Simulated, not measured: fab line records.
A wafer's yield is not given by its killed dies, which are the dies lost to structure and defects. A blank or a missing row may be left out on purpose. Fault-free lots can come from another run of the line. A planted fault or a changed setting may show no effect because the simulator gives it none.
A lot that was struck, set against a sound lot ; flow rit-cmos ; 44 out of 202 route steps
Sound: wafers L812.1, L812.2, L812.3. Wafers L802.1, L802.3, L802.4 were the ones struck. Last of all comes the cause.
Each step with rows lists, per side, the tool, then ch with its chambers, then its first start. Under that, the readings that differ: sound wafers ; struck wafers ; difference of the means ; sigmas: that difference in standard deviations of wafers without a fault.
alike: readings whose means differ by less than 2 such deviations, and words and numbers that are the same on both sides. not compared: withheld readings, readings that some wafer has no value for, bounds like >300 that may hide the same value, and numbers for which the record gives no deviation and whose values overlap.
A row with sigmas, a row that says differs or no value, or rows on one side alone: a step with any of these is where the two part. Numbers that don't overlap but have no deviation are shown without sigmas and don't part them. A reading missing from all wafers of one side parts the sides only when that side holds two or more wafers.

first, 4 steps without rows for these wafers: RIT_PLDD_SOFTBAKE_02 (time 60 s); RIT_PLDD_EXPOSE_03 (exposes mask M8, target cd 40900 nm); RIT_PLDD_PEB_04; RIT_PLDD_DEVELOP_05 (develop time 50 s).
RIT_PLDD_OVL_MEAS_06:
  sound: overlay-02 at day 5 18:49; struck: overlay-02 at day 3 15:40
  alike: PLDD_OVL
then, 2 steps without rows for these wafers: RIT_PLDD_HARDBAKE_07 (time 60 s); RIT_PLDD_IMPLANT_08.
RIT_PLDD_STRIP_09: strips in O2, time 180 s.
  sound on plasma-asher-02 ch 0,1, day 5 19:10; struck on plasma-asher-01 ch 0,1, day 3 16:00
  alike: drypump-motor-current-A, rf-refl-power-W
  not compared: rf-hours-counter-h
RIT_PLDD_TW_MEAS_10:
  sound: film-metro-04 at day 5 19:20; struck: film-metro-01 at day 3 16:11
  alike: PLDD_TW
then, 3 steps without rows for these wafers: RIT_SPACER_CLEAN_00 (cleans in SC1, time 600 s); RIT_SPACER_CLEAN_01 (cleans in dHF, time 30 s); RIT_SPACER_CLEAN_02 (cleans in SC2, time 600 s).
RIT_SPACER_CVD_03: deposits Si3N4 from SiH2Cl2/NH3, target thk 250 nm, time 3300 s.
  sound on lpcvd-01 ch 0, day 5 19:47; struck on lpcvd-02 ch 1, day 3 16:37
reading;sound;struck;difference;sigmas
model.Si3N4_of_SPACER_CVD_03.thk-nm (nm);251.5 251.2 248.8;96.98 94.32 95.76;-154.81;
RIT_SPACER_THK_MEAS_04:
  sound: film-metro-04 at day 5 21:43; struck: film-metro-04 at day 3 18:32
reading;sound;struck;difference;sigmas
SPACER_NITRIDE_THK (nm);251.5 251.1 249.0;96.9 94.2 95.7;-154.9;-70
RIT_SPACER_ETCHBACK_05: etches Si3N4 in SF6/CHF3, stops on SiO2, target depth 250 nm, time 240 s.
  sound on rie-diel-01 ch 0,1,2, day 5 21:46; struck on rie-diel-03 ch 0,1,3, day 3 18:36
reading;sound;struck;difference;sigmas
oes-product-au (a.u.);0.834 0.845 0.849;0.466 0.462 0.475;-0.375;-29
model.etch.depth-nm (nm);251.5 251.2 248.8;96.98 94.32 95.76;-154.81;
  alike: drypump-motor-current-A, throttle-valve-pct
  not compared: rf-hours-counter-h
then, 6 steps without rows for these wafers: RIT_NSD_HMDS_00 (prime time 60 s); RIT_NSD_COAT_01 (resist thk 1000 nm); RIT_NSD_SOFTBAKE_02 (time 60 s); RIT_NSD_EXPOSE_03 (exposes mask M9, target cd 40700 nm); RIT_NSD_PEB_04; RIT_NSD_DEVELOP_05 (develop time 50 s).
RIT_NSD_OVL_MEAS_06:
  sound: overlay-02 at day 5 22:53; struck: overlay-02 at day 3 19:43
reading;sound;struck;difference;sigmas
NSD_OVL (nm);-1.8 -1.8 -1.4;1.0 3.1 1.5;+3.5;+2
then, 2 steps without rows for these wafers: RIT_NSD_HARDBAKE_07 (time 60 s); RIT_NSD_IMPLANT_08.
RIT_NSD_STRIP_09: strips in O2, time 180 s.
  sound on plasma-asher-04 ch 0,1, day 5 23:14; struck on plasma-asher-04 ch 0,1, day 3 20:04
  alike: drypump-motor-current-A, rf-refl-power-W
  not compared: rf-hours-counter-h
RIT_NSD_TW_MEAS_10:
  sound: film-metro-04 at day 5 23:25; struck: film-metro-02 at day 3 20:14
  alike: NSD_TW
then, 6 steps without rows for these wafers: RIT_PSD_HMDS_00 (prime time 60 s); RIT_PSD_COAT_01 (resist thk 1000 nm); RIT_PSD_SOFTBAKE_02 (time 60 s); RIT_PSD_EXPOSE_03 (exposes mask M10, target cd 40900 nm); RIT_PSD_PEB_04; RIT_PSD_DEVELOP_05 (develop time 50 s).
RIT_PSD_OVL_MEAS_06:
  sound: overlay-02 at day 6 00:35; struck: overlay-01 at day 3 21:08
  alike: PSD_OVL
then, 2 steps without rows for these wafers: RIT_PSD_HARDBAKE_07 (time 60 s); RIT_PSD_IMPLANT_08.
RIT_PSD_STRIP_09: strips in O2, time 180 s.
  sound on plasma-asher-01 ch 0,1, day 6 00:56; struck on plasma-asher-01 ch 0,1, day 3 21:29
  alike: drypump-motor-current-A, rf-refl-power-W
  not compared: rf-hours-counter-h
RIT_PSD_TW_MEAS_10:
  sound: film-metro-01 at day 6 01:06; struck: film-metro-04 at day 3 21:40
  alike: PSD_TW
then, 3 steps without rows for these wafers: RIT_SDANNEAL_CLEAN_00 (cleans in SC1, time 600 s); RIT_SDANNEAL_CLEAN_01 (cleans in dHF, time 30 s); RIT_SDANNEAL_CLEAN_02 (cleans in SC2, time 600 s).
RIT_SDANNEAL_RTA_03: time 5 s.
  sound on rtp-anneal-01 ch 0, day 6 01:33; struck on rtp-anneal-02 ch 0, day 3 22:08
  alike: wafer_temp_C_max
RIT_SDANNEAL_RS_MEAS_04: the measuring method here is four-point-probe.
  sound: film-metro-01 at day 6 01:37; struck: film-metro-04 at day 3 22:11
  alike: PSD_RS
RIT_SILICIDE_WET_ETCH_00: etches SiO2 in BOE, target depth 14 nm, time 15 s.
  sound on wet-bench-02 ch 3, day 6 02:05; struck on wet-bench-01 ch 0, day 3 22:40
reading;sound;struck;difference;sigmas
model.Si3N4_of_SPACER_CVD_03.thk-nm (nm);195.4 196.1 193.2;75.05 73.01 73.86;-120.93;
RIT_M1_PROBE_99:
  sound: prober-01 at day 6 09:21; struck: prober-02 at day 4 06:05
reading;sound;struck;difference;sigmas
killed-dies;2 6 6;15 8 10;+6;+2
killed-short;0 4 3;9 6 6;+5;+2
model.etest.pldd.rs-ohm-sq;491.8 500.1 498.8;336 278.6 248.2;-209;
model.etest.pplus-sal.width-nm (nm);3452 3459 3454;3686 3684 3685;+230;
model.etest.nplus-sal.width-nm (nm);3456 3466 3455;3677 3689 3688;+226;
model.etest.nldd.rs-ohm-sq;381.5 388.8 384.2;223.8 190.7 177.2;-187.6;
model.etest.pldd.width-nm (nm);3198 3211 3191;3327 3332 3343;+134;
model.etest.nldd.width-nm (nm);3194 3206 3185;3341 3329 3306;+130;
model.etest.pwell-pinched.rs-ohm-sq;471.2 463.8 467.6;576.4 575.8 584.3;+111.3;
model.etest.nwell-pinched.rs-ohm-sq;338.4 336 338.7;434 434.6 434.4;+97;
  alike: killed_at_M0_to_M3, killed-at-front-end, killed-open

== WHERE THEY PART ==
Earliest at RIT_SPACER_THK_MEAS_04; latest, in this record, at RIT_M1_PROBE_99.

WHY: what had been put in by the simulator
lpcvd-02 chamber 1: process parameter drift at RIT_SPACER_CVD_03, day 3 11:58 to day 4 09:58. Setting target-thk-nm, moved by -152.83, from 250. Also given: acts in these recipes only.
